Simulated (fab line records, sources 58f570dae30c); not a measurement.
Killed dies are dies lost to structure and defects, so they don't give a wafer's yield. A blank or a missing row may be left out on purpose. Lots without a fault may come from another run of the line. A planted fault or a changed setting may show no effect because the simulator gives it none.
A struck lot beside a sound one | flow berkeley_cmos170 | 15 steps out of a route of 331
Sound: wafers L646.3, L646.4, L646.6. Struck: wafers L656.2, L656.6. The cause comes at the end.
At each step with rows: each side's tool, then ch and its chambers, then its first start. Under that, the readings that differ: sound wafers | struck wafers | difference of the means | sigmas: that difference in standard deviations of wafers without a fault.
alike: readings whose means differ by less than 2 such deviations, and words and numbers that are the same on both sides. not compared: withheld readings, readings that some wafer has no value for, bounds like >300 that may hide the same value, and numbers for which the record gives no deviation and whose values overlap.
The two part at a step that has a row with sigmas, a row that says differs or no value, or rows on one side only. Numbers that don't overlap but have no deviation are shown without sigmas and don't part them. A reading that every wafer of one side lacks parts them only if that side has two wafers or more.

UCB170_SPACER_THK_MEAS_01:
  sound on film_metro-04, day 8 10:40; struck on film_metro-04, day 10 16:44
  alike: SPACER_TEOS_THK
then, 1 step without rows for these wafers: UCB170_SPACER_ANNEAL_02 (time 1800 s).
UCB170_SPACER_ETCHBACK_03: etches SiO2 in CHF3/CF4/Ar, stops on Si, target depth 376 nm, time 100 s.
  sound on rie_diel-02 ch 0,2,3, day 8 12:34; struck on rie_diel-01 ch 0,2, day 10 20:44
  alike: drypump_motor_current_A, oes_product_au, throttle_valve_pct
  not compared: rf_hours_counter_h
then, 6 steps without rows for these wafers: UCB170_PSD_HMDS_00 (prime time 60 s); UCB170_PSD_COAT_01 (resist thk 900 nm); UCB170_PSD_SOFTBAKE_02 (time 60 s); UCB170_PSD_EXPOSE_03 (exposes mask PSELECT MOD, target cd 1200 nm); UCB170_PSD_PEB_04; UCB170_PSD_DEVELOP_05 (develop time 45 s).
UCB170_PSD_CD_MEAS_06: target cd 1200 nm.
  sound on cd_sem-02, day 8 14:13; struck on cd_sem-01, day 10 22:12
  alike: cd_nm
UCB170_PSD_OVL_MEAS_07:
  sound on overlay-01, day 8 14:19; struck on overlay-02, day 10 22:18
  alike: PSD_OVL
then, 1 step without rows for these wafers: UCB170_PSD_IMPLANT_08.
UCB170_PSD_STRIP_09: strips in O2.
  sound on plasma_asher-01 ch 0,1, day 8 14:31; struck on plasma_asher-01 ch 1, day 10 22:29
  reading                        | sound          | struck    | difference | sigmas
  chamber_pressure_mTorr (mTorr) | 3500 3500 3500 | 2803 2806 | -696       | -99 or more
  alike: drypump_motor_current_A, oes_product_au, strip_time_to_endpoint_s
  not compared: rf_hours_counter_h
UCB170_PSD_TW_MEAS_10:
  sound on film_metro-01, day 8 14:37; struck on film_metro-03, day 10 22:35
  alike: PSD_TW
UCB170_M3_PROBE_99:
  the record has rows for the sound wafers here (prober-01, day 9 19:52) and none for the struck ones

WHERE THEY PART
First at UCB170_PSD_STRIP_09; last, within this record, at UCB170_M3_PROBE_99.

WHY: what the simulator had put in
Process parameter drift: plasma_asher-01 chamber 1, from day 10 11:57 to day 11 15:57, at UCB170_PSD_STRIP_09. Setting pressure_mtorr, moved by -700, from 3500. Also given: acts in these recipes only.
